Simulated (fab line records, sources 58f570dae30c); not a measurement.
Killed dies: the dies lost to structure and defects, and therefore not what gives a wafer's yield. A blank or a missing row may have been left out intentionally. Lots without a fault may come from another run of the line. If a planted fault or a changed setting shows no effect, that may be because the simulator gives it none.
Lot-split experiment ; flow berkeleyCmos170 ; route with 331 steps; 5 lots, 23 wafers read

== THE SPLIT ==
At UCB170_M2_METAL_ETCH_18 (etches Al in Cl2/BCl3, stops on SiO2, target depth 1170 nm, time 195 s), the setting icpW was moved away from the recipe's 600 W on 10 of the 23 wafers read, by -8.6% to +10.7%. The other wafers ran this setting at the recipe's value.

The file shows no step between the split and the reading.

== THE READING ==
oesProductAu, in a.u., at UCB170_M2_STRIP_19 (strips in O2). A value of 0.546 a.u. with a standard deviation of 0.0095 a.u. is what fault-free wafers of this fab line usually give.

wafer;tool, chamber at the split;icpW as run, W;against the recipe;oesProductAu, a.u.;against lot-mates on the recipe
L078.1;rieMetal-04, 1;600;recipe;0.551;-
L078.2;rieMetal-04, 0;548.6;-8.6%;0.588;+0.043
L078.4;rieMetal-04, 0;548.6;-8.6%;0.586;+0.041
L078.5;rieMetal-04, 1;548.6;-8.6%;0.610;+0.065
L078.6;rieMetal-04, 0;600;recipe;0.539;-
L080.1;rieMetal-03, 0;600;recipe;0.548;-
L080.2;rieMetal-03, 1;600;recipe;0.549;-
L080.4;rieMetal-03, 1;664.5;+10.7%;0.479;-0.069
L080.5;rieMetal-03, 0;664.5;+10.7%;0.481;-0.067
L080.6;rieMetal-03, 1;600;recipe;0.547;-
L082.1;rieMetal-04, 0;600;recipe;0.545;-
L082.2;rieMetal-04, 1;600;recipe;0.560;-
L082.3;rieMetal-04, 1;600;recipe;0.574;-
L082.4;rieMetal-04, 0;565.6;-5.7%;0.582;+0.022
L082.6;rieMetal-04, 0;565.6;-5.7%;0.593;+0.033
L085.1;rieMetal-02, 0;600;recipe;0.544;-
L085.3;rieMetal-02, 1;600;recipe;0.535;-
L085.5;rieMetal-02, 1;600;recipe;0.546;-
L083.1;rieMetal-04, 0;632.5;+5.4%;0.503;-0.043
L083.2;rieMetal-04, 1;600;recipe;0.556;-
L083.3;rieMetal-04, 0;600;recipe;0.536;-
L083.4;rieMetal-04, 1;632.5;+5.4%;0.527;-0.019
L083.5;rieMetal-04, 1;632.5;+5.4%;0.519;-0.027

THE FIT
A straight line over all 23 wafers: oesProductAu changes by -0.006 a.u. for each +1% of icpW; r = -0.95; the points scatter about the line by 0.01 a.u.
The same after taking each lot's own level away (the mean of its wafers on the recipe; 23 wafers): -0.00585 a.u. for each +1%; r = -0.96; scatter 0.0087 a.u.
The reading moves by 0.063 a.u. for the largest change in icpW, on that fit.
Across the lots, their own levels run from 0.5417 to 0.5597 a.u., a range of 1.9 times the standard deviation given above.
Consequently the slope shifts little with the lot-to-lot level, the two slopes agreeing.
Check: -0.062 a.u. against its lot-mates is what the line predicts for one of the wafers moved furthest among these (+10.7%) when that wafer is left out of the fit. Against them it came out at -0.069 a.u.

== THESE WAFERS: OTHER SPLITS ==
Note: prior to the reading, these wafers also went through further splits. Each is held against what the fit with the lots' levels taken away leaves over:
other split on the same wafers;wafers away from the commonest value;r with oesProductAu (lot level and that fit taken away)
UCB170_M1_COAT_04 resistThkNm;9;+0.02
UCB170_V1_CVD_00 timeS;7;-0.27
UCB170_M2_SPUTTER_01 powerW;7;-0.07

== THE WHOLE CHAIN: every reading that the file lists as answering this split, in the file's order ==
step;what it does;reading;change (the file's fit);r (the file's)
UCB170_M2_METAL_ETCH_18;etches Al in Cl2/BCl3, stops on SiO2, target depth 1170 nm, time 195 s;KrF_of_M2_COAT_10.thkNm (the simulator's own value, which no gauge read);-5.22 nm for each +1% of the setting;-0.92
UCB170_M2_STRIP_19;strips in O2;oesProductAu;-0.00594 a.u. for each +1% of the setting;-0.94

== THE FILE'S OWN FIT ==
oesProductAu changes by -0.00594 a.u. for each +1% of icpW, r = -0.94.
